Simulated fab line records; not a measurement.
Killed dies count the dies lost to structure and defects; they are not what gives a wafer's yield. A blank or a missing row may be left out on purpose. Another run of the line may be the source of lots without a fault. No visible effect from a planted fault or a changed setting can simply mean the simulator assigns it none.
A struck lot beside a sound one ; flow berkeley-cmos170 ; 14 out of 331 route steps
Sound: these wafers, L417.1, L417.5, L417.6. Struck: wafers L422.2, L422.5, L422.6. The cause comes at the end.
For every step that has rows: the tool of each side, followed by ch and its chambers, followed by its first start. Under that, the readings that differ: sound wafers ; struck wafers ; difference of the means ; sigmas: that difference in standard deviations of wafers without a fault.
alike: words and numbers the same on both sides, and readings whose means are apart by under 2 such deviations; not compared: readings that were withheld, readings missing a value for some wafer, numbers with overlapping values and no deviation given by the record, and bounds like >300 which may hide the same value.
The two part at a step that has a row with sigmas, a row that says differs or no value, or rows on one side only. Non-overlapping numbers with no deviation appear without sigmas and do not part them. A reading missing from all wafers of one side parts the sides only when that side holds two or more wafers.

first, 6 steps without rows for these wafers: UCB170_NWELL_HMDS_06 (prime time 60 s); UCB170_NWELL_COAT_07 (resist thk 900 nm); UCB170_NWELL_SOFTBAKE_08 (time 60 s); UCB170_NWELL_EXPOSE_09 (exposes mask NWELL, target cd 3000 nm); UCB170_NWELL_PEB_10; UCB170_NWELL_DEVELOP_11 (develop time 45 s).
UCB170_NWELL_OVL_MEAS_12:
  sound on overlay-01, day 3 12:38; struck on overlay-01, day 4 15:26
reading;sound;struck;difference;sigmas
NWELL_OVL (nm);5 4 2;22 15 14;+13;+2
UCB170_NWELL_ETCH_13: etches Si3N4 in CH3F/Ar/O2, stops on SiO2, target depth 246.4 nm, time 154 s.
  sound on rie-diel-01 ch 0,3, day 3 12:41; struck on rie-diel-03 ch 0,1,3, day 4 15:28
  alike: CH3F_flow_sccm, O2_flow_sccm, chamber-pressure-mTorr, drypump-motor-current-A, oes-product-au, throttle-valve-pct
  not compared: rf-hours-counter-h
next, for these wafers, 1 step has no rows: UCB170_NWELL_IMPLANT_14.
UCB170_NWELL_STRIP_15: strips in O2.
  sound on plasma-asher-02 ch 0,1, day 3 12:56; struck on plasma-asher-03 ch 0,1, day 4 15:43
  alike: chamber-pressure-mTorr, drypump-motor-current-A, oes-product-au, strip-time-to-endpoint-s
  not compared: rf-hours-counter-h
UCB170_NWELL_TW_MEAS_16:
  sound on film-metro-01, day 3 13:02; struck on film-metro-02, day 4 15:50
  alike: NWELL_TW
then, 1 step without rows for these wafers: UCB170_NWELL_CLEAN_17 (cleans in SPM, time 600 s).
UCB170_NWELL_WET_ETCH_18: etches Si3N4 in H3PO4, time 14400 s.
  sound on wet-bench-03 ch 1, day 3 14:11; struck on wet-bench-03 ch 1, day 4 16:04
  no value came back on the struck wafers for bath-guard-temp-C (C), bath-heat-duty-pct (%); on the sound wafers bath-guard-temp-C (C) reads 160.0 160.0 160.0
reading;sound;struck;difference;sigmas
model.Si3N4_of_NWELL_CVD_04.thk-nm (nm);0 0 0;224.3 225.5 224.8;+224.9;
model.SiO2_of_NWELL_OXIDATION_01.thk-nm (nm);0 0 0;26.85 26.4 26.51;+26.59;
then, 1 step without rows for these wafers: UCB170_NWELL_WET_ETCH_19 (etches SiO2 in BOE, time 22 s).

## WHERE THEY PART
Earliest at UCB170_NWELL_OVL_MEAS_12; latest, in this record, at UCB170_NWELL_WET_ETCH_18.

WHY: the cause the simulator had injected
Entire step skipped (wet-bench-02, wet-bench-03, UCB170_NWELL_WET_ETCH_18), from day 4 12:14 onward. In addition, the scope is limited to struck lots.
